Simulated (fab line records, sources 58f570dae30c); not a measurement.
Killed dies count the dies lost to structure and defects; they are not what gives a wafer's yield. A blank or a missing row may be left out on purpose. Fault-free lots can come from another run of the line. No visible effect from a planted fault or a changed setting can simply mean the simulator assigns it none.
Which of the tools did it? :: flow berkeley_cmos170 :: Sampling: 7 lots, 21 wafers, 4 of 331 route steps

WHAT THE GAUGES READ, wafer by wafer
UCB170_PSD_TW_MEAS_10.
lot: L180
measured: day 8 04:21
on: film_metro-04
PSD_TW: 2337 2341 2351

lot: L183
measured: day 9 21:40
on: film_metro-04
PSD_TW: 2340 2348 2340

lot: L186
measured: day 10 12:37
on: film_metro-04
PSD_TW: 2337 2338 2341

lot: L190
measured: day 11 06:44
on: film_metro-01
PSD_TW: 2355 2354 2359

lot: L192
measured: day 12 00:17
on: film_metro-04
PSD_TW: 2342 2332 2333

lot: L196
measured: day 12 12:30
on: film_metro-04
PSD_TW: 2346 2345 2342

lot: L200
measured: day 13 06:02
on: film_metro-03
PSD_TW: 2365 2351 2344

TOOL THAT RAN EACH LOT (tool first, then ch and the chambers of the sampled wafers, then the start)
lot: L180
UCB170_PLDD_STRIP_10: plasma_asher-02 ch 0,1, day 7 17:07
UCB170_PSD_IMPLANT_08: implanter-03 ch 0, day 8 04:06
UCB170_PSD_STRIP_09: plasma_asher-03 ch 0,1, day 8 04:15

lot: L183
UCB170_PLDD_STRIP_10: plasma_asher-04 ch 0,1, day 9 06:46
UCB170_PSD_IMPLANT_08: implanter-02 ch 0, day 9 21:26
UCB170_PSD_STRIP_09: plasma_asher-04 ch 1, day 9 21:34

lot: L186
UCB170_PLDD_STRIP_10: plasma_asher-04 ch 1, day 9 18:33
UCB170_PSD_IMPLANT_08: implanter-03 ch 0, day 10 12:22
UCB170_PSD_STRIP_09: plasma_asher-01 ch 0,1, day 10 12:31

lot: L190
UCB170_PLDD_STRIP_10: plasma_asher-04 ch 0,1, day 10 18:21
UCB170_PSD_IMPLANT_08: implanter-03 ch 0, day 11 06:31
UCB170_PSD_STRIP_09: plasma_asher-03 ch 0,1, day 11 06:40

lot: L192
UCB170_PLDD_STRIP_10: plasma_asher-02 ch 0,1, day 11 15:04
UCB170_PSD_IMPLANT_08: implanter-02 ch 0, day 12 00:02
UCB170_PSD_STRIP_09: plasma_asher-01 ch 1, day 12 00:11

lot: L196
UCB170_PLDD_STRIP_10: plasma_asher-04 ch 0,1, day 12 03:56
UCB170_PSD_IMPLANT_08: implanter-03 ch 0, day 12 12:15
UCB170_PSD_STRIP_09: plasma_asher-01 ch 0,1, day 12 12:24

lot: L200
UCB170_PLDD_STRIP_10: plasma_asher-02 ch 0,1, day 12 19:07
UCB170_PSD_IMPLANT_08: implanter-01 ch 0, day 13 05:50
UCB170_PSD_STRIP_09: plasma_asher-04 ch 0,1, day 13 05:56
- UCB170_PLDD_STRIP_10: strips in O2.
- UCB170_PSD_IMPLANT_08
- UCB170_PSD_STRIP_09: strips in O2.

THE ANSWER, worked out from the rows above alone
Rule: the usual values come from the lots themselves. The widest of any qualifying gaps counts: lots, ordered by their means at a reading, are off when they make up no more than a third of the lots, leave a main group of 4 or more, and stand apart from it by 3 or more times the standard deviation of that group's means. If all means in a main group match to the digits the tables above print for the reading, that group is not used. A lot without any number at a reading at which 4 lots or more have one is off too. Any other lot the step has rows for is counted as sound.
Across all readings shown, no lot is off: no conclusion can be drawn from this.

WHAT THE SIMULATOR HAD INSERTED
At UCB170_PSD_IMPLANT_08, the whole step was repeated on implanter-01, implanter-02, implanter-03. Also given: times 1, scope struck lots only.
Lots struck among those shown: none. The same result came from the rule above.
